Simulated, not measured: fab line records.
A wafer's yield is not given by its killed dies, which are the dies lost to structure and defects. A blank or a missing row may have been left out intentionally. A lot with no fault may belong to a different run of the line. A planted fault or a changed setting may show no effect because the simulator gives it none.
What tool caused it? | flow berkeley_cmos170 | 13 lots, 39 wafers sampled, at 5 steps of a route of 331

== WHAT EACH GAUGE READ, for each wafer ==
UCB170_NVT_TW_MEAS_09. Usual: for NVT_TW the level is 525 and the standard deviation is 4.1.
lot  | measured    | on            | NVT_TW      | flag
L327 | day 5 11:46 | film_metro-03 | 528 525 526 |
L328 | day 5 22:59 | film_metro-04 | 524 524 523 |
L329 | day 6 07:33 | film_metro-04 | 518 518 521 |
L331 | day 6 07:16 | film_metro-01 | 528 529 529 |
L332 | day 6 14:53 | film_metro-04 | 518 517 519 |
L333 | day 6 23:04 | film_metro-01 | 531 529 531 |
L334 | day 6 23:20 | film_metro-04 | 519 519 516 |
L336 | day 7 08:35 | film_metro-03 | 528 530 527 |
L338 | day 7 15:08 | film_metro-04 | 519 520 521 |
L337 | day 7 14:49 | film_metro-04 | 521 521 521 |
L341 | day 8 18:40 | film_metro-01 | 529 530 528 |
L342 | day 9 00:19 | film_metro-01 | 527 527 528 |
L348 | day 9 22:17 | film_metro-04 | 509 510 508 | OFF

UCB170_NSD_OVL_MEAS_07. Usual: for NSD_OVL the level is -3 nm and the standard deviation is 7.2.
lot  | measured     | on         | NSD_OVL (nm) | flag
L327 | day 7 01:23  | overlay-01 | -5 9 1       |
L328 | day 7 01:43  | overlay-02 | -7 -3 -11    |
L329 | day 7 08:38  | overlay-01 | -12 2 -4     |
L331 | day 7 08:05  | overlay-02 | -11 -11 0    |
L332 | day 7 21:40  | overlay-02 | 4 1 -8       |
L333 | day 8 04:32  | overlay-02 | -8 -4 4      |
L334 | day 8 04:49  | overlay-02 | -8 -12 -9    |
L336 | day 8 07:23  | overlay-02 | 3 0 0        |
L338 | day 8 20:07  | overlay-01 | 7 -4 6       |
L337 | day 8 20:16  | overlay-01 | 6 -4 3       |
L341 | day 9 19:04  | overlay-01 | -9 -2 -5     |
L342 | day 10 00:41 | overlay-01 | -8 -8 3      |
L348 | day 11 01:14 | overlay-01 | -2 1 -8      |

UCB170_CONTACT_CD_MEAS_15: the cd target is 700 nm. Usual: cd_nm at 699.8 nm, with a standard deviation of 1.4.
lot  | measured     | on        | cd_nm (nm)        | flag
L327 | day 7 07:46  | cd_sem-01 | 700.6 701.5 700.6 |
L328 | day 7 10:22  | cd_sem-01 | 701.8 701.2 701.6 |
L329 | day 7 14:59  | cd_sem-01 | 699.8 698.9 699.4 |
L331 | day 7 15:42  | cd_sem-01 | 700.3 699.2 699.3 |
L332 | day 8 04:02  | cd_sem-01 | 697.0 698.4 697.3 |
L333 | day 8 14:22  | cd_sem-02 | 700.9 698.6 700.3 |
L334 | day 8 14:38  | cd_sem-01 | 698.2 699.4 698.4 |
L336 | day 8 17:20  | cd_sem-01 | 700.5 699.4 700.6 |
L338 | day 9 03:36  | cd_sem-02 | 699.5 700.2 699.4 |
L337 | day 9 03:28  | cd_sem-01 | 700.0 700.6 700.1 |
L341 | day 10 01:55 | cd_sem-01 | 697.7 699.4 698.2 |
L342 | day 10 08:29 | cd_sem-01 | 700.7 698.9 700.2 |
L348 | day 11 10:05 | cd_sem-01 | 701.4 701.0 701.4 |

== WHICH TOOL RAN EACH LOT (tool, then ch and the chambers of the sampled wafers, then the start) ==
lot  | UCB170_NWELL_STRIP_15               | UCB170_NVT_IMPLANT_07
L327 | plasma_asher-03 ch 0,1, day 2 11:27 | implanter-03 ch 0, day 5 11:31
L328 | plasma_asher-03 ch 0,1, day 2 15:40 | implanter-03 ch 0, day 5 22:44
L329 | plasma_asher-03 ch 0,1, day 3 01:23 | implanter-03 ch 0, day 6 07:19
L331 | plasma_asher-01 ch 1, day 3 07:48   | implanter-02 ch 0, day 6 07:01
L332 | plasma_asher-01 ch 0,1, day 3 12:16 | implanter-01 ch 0, day 6 14:38
L333 | plasma_asher-01 ch 0,1, day 3 18:31 | implanter-03 ch 0, day 6 22:49
L334 | plasma_asher-03 ch 0,1, day 3 20:17 | implanter-01 ch 0, day 6 23:05
L336 | plasma_asher-02 ch 0,1, day 4 05:26 | implanter-03 ch 0, day 7 08:16
L338 | plasma_asher-01 ch 0,1, day 4 12:16 | implanter-03 ch 0, day 7 14:55
L337 | plasma_asher-02 ch 0,1, day 4 12:19 | implanter-03 ch 0, day 7 14:35
L341 | plasma_asher-03 ch 0,1, day 5 11:08 | implanter-02 ch 0, day 8 18:28
L342 | plasma_asher-02 ch 0,1, day 5 20:11 | implanter-03 ch 0, day 9 00:02
L348 | plasma_asher-03 ch 0,1, day 6 19:24 | implanter-03 ch 0, day 9 22:04
- UCB170_NWELL_STRIP_15: strips in O2.
- UCB170_NVT_IMPLANT_07

== WHAT THE TOOLS THEMSELVES READ (means of the sampled wafers that have a number; where no wafer has one, the mark that the record gives instead) ==
UCB170_NWELL_STRIP_15. Usual: drypump_motor_current_A 5.6 A, standard deviation 0.36; o2_flow_sccm 400.1 sccm, standard deviation 1.1; oes_product_au 0.721 a.u., standard deviation 0.0048; strip_time_to_endpoint_s 18.08 s, standard deviation 0.1.
lot  | tool            | drypump_motor_current_A (A) | o2_flow_sccm (sccm) | oes_product_au (a.u.) | strip_time_to_endpoint_s (s) | flag
L327 | plasma_asher-03 | 5.5                         | 401.2               | 0.723                 | 18.06                        |
L328 | plasma_asher-03 | 5.5                         | 399.8               | 0.716                 | 18.06                        |
L329 | plasma_asher-03 | 5.5                         | 399.2               | 0.722                 | 18.09                        |
L331 | plasma_asher-01 | 6.5                         | 399.1               | 0.720                 | 18.05                        |
L332 | plasma_asher-01 | 6.1                         | 400.8               | 0.722                 | 17.95                        |
L333 | plasma_asher-01 | 6.2                         | 399.5               | 0.724                 | 18.19                        |
L334 | plasma_asher-03 | 5.5                         | 399.7               | 0.721                 | 18.24                        |
L336 | plasma_asher-02 | 5.7                         | 400.8               | 0.720                 | 17.96                        |
L338 | plasma_asher-01 | 5.7                         | 400.9               | 0.721                 | 18.25                        |
L337 | plasma_asher-02 | 5.7                         | 399.3               | 0.719                 | 18.05                        |
L341 | plasma_asher-03 | 5.5                         | 399.7               | 0.721                 | 17.94                        |
L342 | plasma_asher-02 | 5.7                         | 399.2               | 0.720                 | 18.05                        |
L348 | plasma_asher-03 | 5.5                         | 399.6               | 0.724                 | 18.15                        |

UCB170_NVT_IMPLANT_07. Usual: dose_ions_cm2 3.001e+12, standard deviation 3.3e+09; end_station_pressure_torr 4.99e-06 Torr, standard deviation 2.7e-07.
lot  | tool         | dose_ions_cm2 | end_station_pressure_torr (Torr) | flag
L327 | implanter-03 | 3.003e+12     | 4.91e-06                         |
L328 | implanter-03 | 3.003e+12     | 4.81e-06                         |
L329 | implanter-03 | 3.001e+12     | 4.89e-06                         |
L331 | implanter-02 | 3.000e+12     | 4.99e-06                         |
L332 | implanter-01 | 3.004e+12     | 5.16e-06                         |
L333 | implanter-03 | 3.000e+12     | 5.21e-06                         |
L334 | implanter-01 | 3.004e+12     | 4.87e-06                         |
L336 | implanter-03 | 2.999e+12     | 4.95e-06                         |
L338 | implanter-03 | 3.001e+12     | 4.83e-06                         |
L337 | implanter-03 | 2.999e+12     | 4.98e-06                         |
L341 | implanter-02 | 2.999e+12     | 4.77e-06                         |
L342 | implanter-03 | 3.004e+12     | 5.00e-06                         |
L348 | implanter-03 | 2.999e+12     | 5.37e-06                         |

== THE ANSWER, worked out from the rows above alone ==
Rule: lot off if the mean of its wafers having a number is beyond 3 standard deviations from the usual mean. A lot without any number at a reading at which 4 lots or more have one is off too. Where the step has rows for the other lots, those lots are counted as sound. First the gauges in route order, then the tools' own readings, where a lot's mean is used as printed above. The first step at which some lot is off is used, and at that step the reading that is off furthest; a lot without a number counts as furthest.
Off: L348, at UCB170_NVT_TW_MEAS_09 (NVT_TW).
If a tool, at a process step before that reading, ran all the lots that are off and no sound lot after the first of them, it fits. Gauges at UCB170_NVT_TW_MEAS_09: tried the same way as those tools. Can't be told from this: 3 tools fit, plasma_asher-03 at UCB170_NWELL_STRIP_15, implanter-03 at UCB170_NVT_IMPLANT_07, film_metro-04 at UCB170_NVT_TW_MEAS_09.

== WHAT WAS PUT IN BY THE SIMULATOR ==
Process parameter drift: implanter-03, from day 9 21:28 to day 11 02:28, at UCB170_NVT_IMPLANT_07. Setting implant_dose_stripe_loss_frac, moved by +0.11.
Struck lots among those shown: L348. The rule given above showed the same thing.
